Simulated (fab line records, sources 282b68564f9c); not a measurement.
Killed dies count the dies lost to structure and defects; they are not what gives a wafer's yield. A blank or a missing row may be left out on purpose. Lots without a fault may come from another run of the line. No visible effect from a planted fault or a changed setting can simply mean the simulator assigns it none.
One fault seen from 2 desks / flow ritCmos / each desk holds nothing but its own numbers, with what lay behind them at the end

== FOR THE TOOL OWNER'S DESK: furnace-01 ==
The tool's own readings at RIT_FOX2_OXIDATION_00 (target thk 350.7 nm, ox time 1130 s): means of the sampled wafers that have a number, for each lot that ran on this tool. If a lot's mean is further than 4 standard deviations from the usual mean, the lot is out of limits and carries the mark OUT (the distance appears in the brackets).
Columns: A = spikeTcCentreC at RIT_FOX2_OXIDATION_00, usual 1101.8 C; B = spikeTcLoadC at RIT_FOX2_OXIDATION_00, usual 1123 C; C = spikeTcSourceC at RIT_FOX2_OXIDATION_00, usual 1124 C; D = tubeCenterTempC at RIT_FOX2_OXIDATION_00, usual 1100 C; E = tube_center_temp_C_max at RIT_FOX2_OXIDATION_00, usual 1102.9
lot=L879; first seen here=day 2 05:09; A=1103.3; B=1124; C=1127; D=1100; E=1102.8
lot=L885; first seen here=day 3 07:20; A=1117.0 (+13) OUT; B=1140 (+4.2) OUT; C=1142 (+4.9) OUT; D=1114 (+99 or more) OUT; E=1116.8 (+28) OUT
lot=L889; first seen here=day 4 08:45; A=1116.2 (+12) OUT; B=1140 (+4.2) OUT; C=1141 (+4.6) OUT; D=1114 (+99 or more) OUT; E=1116.5 (+27) OUT
This desk finds L885, L889 out of limits, L885 being first, at day 3 07:20 (spikeTcCentreC at RIT_FOX2_OXIDATION_00). L879 stayed within limits.

== FROM THE METROLOGY DESK ==
What the gauges read for every lot (on any tool): the sampled wafers with a number, averaged. If a lot's mean is further than 4 standard deviations from the usual mean, the lot is out of limits and carries the mark OUT (the distance appears in the brackets). It has 11 readings; the 7 that lie furthest out on some lot are the ones shown.
Columns: A = cdNm at RIT_ACTIVE_CD_MEAS_11, usual 1400.3 nm; B = cdNm at RIT_ACTIVE_CD_MEAS_90, usual 1400.4 nm; C = FOX1_OXIDE_THK at RIT_FOX1_THK_MEAS_01, usual 349 nm; D = FOX2_OXIDE_THK at RIT_FOX2_THK_MEAS_01, usual 348 nm; E = FIELD_OXIDE_LEFT_1_THK at RIT_FOX2_THK_MEAS_90, usual 321 nm; F = NWELL_TW at RIT_NWELL_TW_MEAS_10, usual 2160; G = PWELL_OVL at RIT_PWELL_OVL_MEAS_06, usual 0.4 nm
lot=L878; first seen here=day 1 14:34; A=1401.3; B=1401.2; C=347; D=349; E=321; F=2157; G=1.9
lot=L879; first seen here=day 1 22:21; A=1401.4; B=1401.5; C=353; D=351; E=323; F=2177; G=-0.3
lot=L885; first seen here=day 3 03:04; A=1396.7; B=1396.6; C=352; D=363; E=335; F=2139; G=1.8
lot=L889; first seen here=day 3 22:15; A=1400.3; B=1400.8; C=349; D=360; E=332; F=2158; G=0.5
lot=L898; first seen here=day 5 21:23; A=1399.8; B=1399.9; C=344; D=343; E=315; F=2152; G=3.2
lot=L899; first seen here=day 6 04:20; A=1406.1; B=1406.1; C=338; D=346; E=319; F=2184; G=0.7
This desk's finding: nothing out of limits on any of the 6 lots.

== ALL TOGETHER ==
An alarm could have come from the tool owner's desk at day 3 07:20, on L885, L889.
Metrology desk: nothing out of limits seen.
The metrology desk holds a record of L885, L889, inside its limits.
Every lot named ran RIT_FOX2_OXIDATION_00 on furnace-01.

== WHAT THE SIMULATOR HAD PUT IN ==
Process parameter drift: furnace-01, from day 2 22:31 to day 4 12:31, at RIT_FOX2_OXIDATION_00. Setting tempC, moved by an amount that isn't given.
Lots struck among those shown: L885, L889.
Each desk's first reading out of limits, in hours after the fault started: the tool owner's desk, 9.
